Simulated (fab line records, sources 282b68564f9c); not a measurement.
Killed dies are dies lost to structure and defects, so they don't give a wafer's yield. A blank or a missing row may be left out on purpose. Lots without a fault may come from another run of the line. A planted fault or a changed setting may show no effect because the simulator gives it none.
Split-lot experiment | flow rit_cmos | 5 lots, 23 wafers read, on a route of 202 steps

THE SPLIT
At RIT_PSD_SOFTBAKE_02 (time 60 s), the setting temp_c was moved away from the recipe's 90 C on 9 of the 23 wafers read, by -1.8% to +3.8%. The other wafers ran this setting at the recipe's value.

FROM THE SPLIT TO THE READING: what the file shows between them, 2 steps
- RIT_PSD_EXPOSE_03: exposes mask M10, target cd 40900 nm
- RIT_PSD_PEB_04

THE READING
NOVOLAK_of_PSD_COAT_01.thk_nm (the simulator's own value, which no gauge read), in nm, at RIT_PSD_DEVELOP_05 (develop time 50 s). The file gives no usual value for it. The 14 wafers here that ran the recipe average 1002.1 nm, standard deviation 3.5 nm.

wafer  | tool, chamber at the split | temp_c as run, C | against the recipe | NOVOLAK_of_PSD_COAT_01.thk_nm, nm | against lot-mates on the recipe
L076.1 | litho_track-02, 0          | 90               | recipe             | 1008                              | -
L076.3 | litho_track-02, 0          | 90               | recipe             | 1006                              | -
L076.6 | litho_track-02, 0          | 90               | recipe             | 1005                              | -
L077.1 | litho_track-02, 0          | 91.3             | +1.4%              | 999.5                             | -6.5
L077.2 | litho_track-02, 0          | 90               | recipe             | 1006                              | -
L077.5 | litho_track-02, 0          | 90               | recipe             | 1006                              | -
L077.3 | litho_track-02, 0          | 91.3             | +1.4%              | 1000                              | -6.0
L077.6 | litho_track-02, 0          | 91.3             | +1.4%              | 999.7                             | -6.3
L081.1 | litho_track-01, 0          | 90               | recipe             | 1002                              | -
L081.6 | litho_track-01, 0          | 90               | recipe             | 1002                              | -
L081.2 | litho_track-01, 0          | 90               | recipe             | 1001                              | -
L081.3 | litho_track-01, 0          | 88.9             | -1.2%              | 1004                              | +2.3
L081.4 | litho_track-01, 0          | 88.9             | -1.2%              | 1008                              | +6.3
L082.2 | litho_track-01, 0          | 90               | recipe             | 995.8                             | -
L082.3 | litho_track-01, 0          | 90               | recipe             | 997.6                             | -
L082.4 | litho_track-01, 0          | 88.4             | -1.8%              | 1004                              | +6.7
L082.6 | litho_track-01, 0          | 88.4             | -1.8%              | 1004                              | +6.7
L082.5 | litho_track-01, 0          | 90               | recipe             | 998.4                             | -
L085.1 | litho_track-02, 0          | 90               | recipe             | 999.4                             | -
L085.3 | litho_track-02, 0          | 93.4             | +3.8%              | 990.7                             | -9.8
L085.4 | litho_track-02, 0          | 90               | recipe             | 1001                              | -
L085.6 | litho_track-02, 0          | 90               | recipe             | 1001                              | -
L085.5 | litho_track-02, 0          | 93.4             | +3.8%              | 992.4                             | -8.1

THE FIT
A straight line over all 23 wafers: NOVOLAK_of_PSD_COAT_01.thk_nm changes by -2.39 nm for each +1% of temp_c; r = -0.74; the points scatter about the line by 3.1 nm.
The same after taking each lot's own level away (the mean of its wafers on the recipe; 23 wafers): -2.94 nm for each +1%; r = -0.94; scatter 1.5 nm.
On that fit, the largest move of temp_c shifts the reading by 11 nm.
The lots' own levels span 997.27 to 1006.33 nm, that is 2.6 times the standard deviation above.
So the lot-to-lot level blurs the effect unless lot-mates are compared.
Check: with one of the wafers moved furthest among these (+3.8%) left out of the fit, the line predicts -11.6 nm for it against its lot-mates. It came out at -9.77 nm against them.

OTHER SPLITS ON THESE WAFERS
These wafers also went through other splits before the reading. Each is held against what the fit with the lots' levels taken away leaves over:
other split on the same wafers | wafers away from the commonest value | r with NOVOLAK_of_PSD_COAT_01.thk_nm (lot level and that fit taken away)
RIT_NSD_IMPLANT_08 energy_kev  | 12                                   | -0.21

THE WHOLE CHAIN: every reading that the file lists as answering this split, in the file's order
step                | what it does      | reading                                                                        | change (the file's fit)              | r (the file's)
RIT_PSD_SOFTBAKE_02 | time 60 s         | NOVOLAK_of_PSD_COAT_01.thk_nm (the simulator's own value, which no gauge read) | -2.36 nm for each +1% of the setting | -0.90
RIT_PSD_DEVELOP_05  | develop time 50 s | NOVOLAK_of_PSD_COAT_01.thk_nm (the simulator's own value, which no gauge read) | -2.9 nm for each +1% of the setting  | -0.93

THE FILE'S OWN FIT
NOVOLAK_of_PSD_COAT_01.thk_nm changes by -2.9 nm for each +1% of temp_c, r = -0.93.
